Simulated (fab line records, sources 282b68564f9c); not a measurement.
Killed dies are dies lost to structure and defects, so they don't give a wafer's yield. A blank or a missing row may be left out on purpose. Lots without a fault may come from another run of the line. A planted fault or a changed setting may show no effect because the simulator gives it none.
Which tool did it? | flow rit_cmos | 14 lots, 42 wafers sampled, at 4 steps of a route of 202

WHAT THE GAUGES READ, wafer by wafer
RIT_REOX_THK_MEAS_04. Usual: REOX_OXIDE_THK 25.0 nm, standard deviation 0.47.
lot  | measured    | on            | REOX_OXIDE_THK (nm) | flag
L654 | day 3 12:56 | film_metro-01 | 25.1 24.9 24.8      |
L655 | day 3 17:20 | film_metro-01 | 24.9 24.9 24.7      |
L656 | day 4 00:37 | film_metro-03 | 25.2 25.2 25.2      |
L657 | day 4 06:01 | film_metro-03 | 24.5 24.7 25.0      |
L658 | day 4 09:55 | film_metro-04 | 25.0 25.0 24.8      |
L660 | day 4 20:24 | film_metro-04 | 25.3 26.0 25.6      |
L666 | day 6 11:22 | film_metro-01 | 24.7 24.0 24.6      |
L667 | day 6 11:23 | film_metro-03 | 24.6 24.1 24.3      |
L668 | day 6 18:29 | film_metro-03 | 24.3 24.5 24.4      |
L669 | day 6 23:43 | film_metro-04 | 24.8 25.3 24.8      |
L670 | day 7 01:56 | film_metro-04 | 25.4 25.6 25.6      |
L671 | day 7 07:52 | film_metro-01 | 25.0 25.0 25.0      |
L672 | day 7 10:58 | film_metro-04 | 25.8 25.6 25.6      |
L673 | day 7 12:36 | film_metro-04 | 24.8 24.9 24.7      |

RIT_NSD_OVL_MEAS_06. Usual: NSD_OVL -0.1 nm, standard deviation 1.4.
lot  | measured    | on         | NSD_OVL (nm)   | flag
L654 | day 3 19:10 | overlay-01 | -1.4 0.2 -0.1  |
L655 | day 3 23:36 | overlay-01 | 0.4 0.6 1.3    |
L656 | day 4 07:18 | overlay-02 | 0.2 -0.1 0.0   |
L657 | day 4 12:29 | overlay-02 | -0.6 -0.4 -0.2 |
L658 | day 4 16:20 | overlay-01 | 1.1 0.4 2.3    |
L660 | day 5 02:51 | overlay-01 | -0.6 0.8 1.3   |
L666 | day 6 18:09 | overlay-02 | -1.2 -1.4 -0.3 |
L667 | day 6 18:32 | overlay-01 | 0.4 2.1 0.4    |
L668 | day 7 01:05 | overlay-01 | 1.4 2.1 0.1    |
L669 | day 7 06:29 | overlay-02 | -0.3 -0.6 1.7  |
L670 | day 7 08:40 | overlay-01 | 0.3 0.1 -1.8   |
L671 | day 7 14:22 | overlay-02 | -0.8 -0.8 -1.7 |
L672 | day 7 17:42 | overlay-01 | -2.9 -3.4 -3.7 |
L673 | day 7 19:29 | overlay-02 | 0.4 0.4 0.8    |

RIT_CONTACT_THK_MEAS_01. Usual: CONTACT_TEOS_THK 399 nm, standard deviation 5.
lot  | measured    | on            | CONTACT_TEOS_THK (nm) | flag
L654 | day 3 22:39 | film_metro-03 | 402 404 402           |
L655 | day 4 03:15 | film_metro-04 | 398 405 401           |
L656 | day 4 10:46 | film_metro-03 | 396 398 407           |
L657 | day 4 16:08 | film_metro-01 | 395 394 401           |
L658 | day 4 19:51 | film_metro-01 | 402 404 399           |
L660 | day 5 06:35 | film_metro-01 | 399 400 401           |
L666 | day 6 21:53 | film_metro-01 | 395 389 399           |
L667 | day 6 22:23 | film_metro-03 | 400 408 403           |
L668 | day 7 04:43 | film_metro-04 | 384 399 398           |
L669 | day 7 10:41 | film_metro-01 | 391 404 404           |
L670 | day 7 12:23 | film_metro-03 | 395 394 403           |
L671 | day 7 17:56 | film_metro-01 | 396 402 411           |
L672 | day 7 21:28 | film_metro-01 | 390 394 394           |
L673 | day 7 23:04 | film_metro-01 | 390 402 398           |

WHICH TOOL RAN EACH LOT (tool, then ch and the chambers of the sampled wafers, then the start)
lot  | RIT_SPACER_CLEAN_01
L654 | wet_bench-04 ch 0, day 3 15:59
L655 | wet_bench-04 ch 2, day 3 20:26
L656 | wet_bench-04 ch 1, day 4 04:07
L657 | wet_bench-02 ch 3, day 4 09:19
L658 | wet_bench-01 ch 1, day 4 13:07
L660 | wet_bench-04 ch 0, day 4 23:39
L666 | wet_bench-02 ch 3, day 6 14:58
L667 | wet_bench-04 ch 3, day 6 15:11
L668 | wet_bench-02 ch 3, day 6 21:49
L669 | wet_bench-04 ch 3, day 7 03:11
L670 | wet_bench-01 ch 0, day 7 05:18
L671 | wet_bench-02 ch 0, day 7 11:05
L672 | wet_bench-01 ch 0, day 7 14:14
L673 | wet_bench-04 ch 3, day 7 16:10
- RIT_SPACER_CLEAN_01: cleans in dHF, time 30 s.

WHAT THE TOOLS THEMSELVES READ (means of the sampled wafers that have a number; where no wafer has one, the mark that the record gives instead)
RIT_SPACER_CLEAN_01. Usual: run_length_s 58.4 s, standard deviation 2.5.
lot  | tool         | run_length_s (s) | flag
L654 | wet_bench-04 | 61.5             |
L655 | wet_bench-04 | 62.2             |
L656 | wet_bench-04 | 63.3             |
L657 | wet_bench-02 | -                | OFF
L658 | wet_bench-01 | -                | OFF
L660 | wet_bench-04 | 57.1             |
L666 | wet_bench-02 | 57.2             |
L667 | wet_bench-04 | 63.4             |
L668 | wet_bench-02 | 56.9             |
L669 | wet_bench-04 | 62.0             |
L670 | wet_bench-01 | 56.6             |
L671 | wet_bench-02 | 57.6             |
L672 | wet_bench-01 | 62.1             |
L673 | wet_bench-04 | 57.3             |

THE ANSWER, worked out from the rows above alone
Rule: a lot is off if the mean of its wafers that have a number lies more than 3 standard deviations from the usual mean. A lot without any number at a reading at which 4 lots or more have one is off too. The other lots that the step has rows for count as sound. The gauges are gone through in route order, then the tools' own readings, and for those a lot's mean is taken as printed above. The first step at which some lot is off is used, and at that step the reading that is off furthest; a lot without a number counts as furthest.
Off: L657, L658, at RIT_SPACER_CLEAN_01 (run_length_s). Without a number there: L657, L658.
A tool fits if, at that step or a process step before it, it ran every lot that is off, and no sound lot after the first of them. None of those tried fits.

WHAT THE SIMULATOR HAD PUT IN
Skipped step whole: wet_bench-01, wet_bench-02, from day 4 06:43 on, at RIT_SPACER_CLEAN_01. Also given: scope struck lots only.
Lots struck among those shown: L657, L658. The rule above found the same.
